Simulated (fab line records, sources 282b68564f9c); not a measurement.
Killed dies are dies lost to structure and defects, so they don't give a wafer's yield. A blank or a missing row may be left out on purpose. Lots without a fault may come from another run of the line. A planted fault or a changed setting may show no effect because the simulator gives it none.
A struck lot beside a sound one | flow rit_cmos | 19 steps out of a route of 202
Sound: wafers L611.2, L611.4, L611.6. Struck: wafers L623.4, L623.5, L623.6. The cause comes at the end.
At each step with rows: each side's tool, then ch and its chambers, then its first start. Under that, the readings that differ: sound wafers | struck wafers | difference of the means | sigmas: that difference in standard deviations of wafers without a fault.
alike: readings whose means differ by less than 2 such deviations, and words and numbers that are the same on both sides. not compared: withheld readings, readings that some wafer has no value for, bounds like >300 that may hide the same value, and numbers for which the record gives no deviation and whose values overlap.
The two part at a step that has a row with sigmas, a row that says differs or no value, or rows on one side only. Numbers that don't overlap but have no deviation are shown without sigmas and don't part them. A reading that every wafer of one side lacks parts them only if that side has two wafers or more.

first, 6 steps without rows for these wafers: RIT_NRETRO_HMDS_00 (prime time 60 s); RIT_NRETRO_COAT_01 (resist thk 1300 nm); RIT_NRETRO_SOFTBAKE_02 (time 60 s); RIT_NRETRO_EXPOSE_03 (exposes mask M4, target cd 43900 nm); RIT_NRETRO_PEB_04; RIT_NRETRO_DEVELOP_05 (develop time 68 s).
RIT_NRETRO_OVL_MEAS_06:
  sound on overlay-01, day 2 15:47; struck on overlay-01, day 5 03:22
  alike: NRETRO_OVL
then, 2 steps without rows for these wafers: RIT_NRETRO_HARDBAKE_07 (time 120 s); RIT_NRETRO_IMPLANT_08.
RIT_NRETRO_STRIP_09: strips in O2, time 180 s.
  sound on plasma_asher-04 ch 1, day 2 16:13; struck on plasma_asher-01 ch 0,1, day 5 03:50
  alike: drypump_motor_current_A
  not compared: rf_hours_counter_h
RIT_NRETRO_TW_MEAS_10:
  sound on film_metro-01, day 2 16:24; struck on film_metro-01, day 5 03:59
  alike: NRETRO_TW
then, 1 step without rows for these wafers: RIT_PRETRO_HMDS_00 (prime time 60 s).
RIT_PRETRO_COAT_01: resist thk 1300 nm.
  sound on litho_track-03 ch 0, day 2 16:38; struck on litho_track-02, day 5 04:14
  no value came back on the struck wafers for chill_plate_temp_C (C), dispense_pressure_kPa (kPa); on the sound wafers chill_plate_temp_C (C) reads 23.17 23.11 23.16
then, 4 steps without rows for these wafers: RIT_PRETRO_SOFTBAKE_02 (time 60 s); RIT_PRETRO_EXPOSE_03 (exposes mask M5, target cd 43700 nm); RIT_PRETRO_PEB_04; RIT_PRETRO_DEVELOP_05 (develop time 68 s).
RIT_PRETRO_OVL_MEAS_06:
  sound on overlay-02, day 2 17:20; struck on overlay-02, day 5 05:07
  reading         | sound       | struck | difference                    | sigmas
  PRETRO_OVL (nm) | 0.8 0.2 0.8 | - - -  | no value on the struck wafers |
then, 1 step without rows for these wafers: RIT_PRETRO_HARDBAKE_07 (time 120 s).

WHERE THEY PART
First at RIT_PRETRO_COAT_01; last, within this record, at RIT_PRETRO_OVL_MEAS_06.

WHY: what the simulator had put in
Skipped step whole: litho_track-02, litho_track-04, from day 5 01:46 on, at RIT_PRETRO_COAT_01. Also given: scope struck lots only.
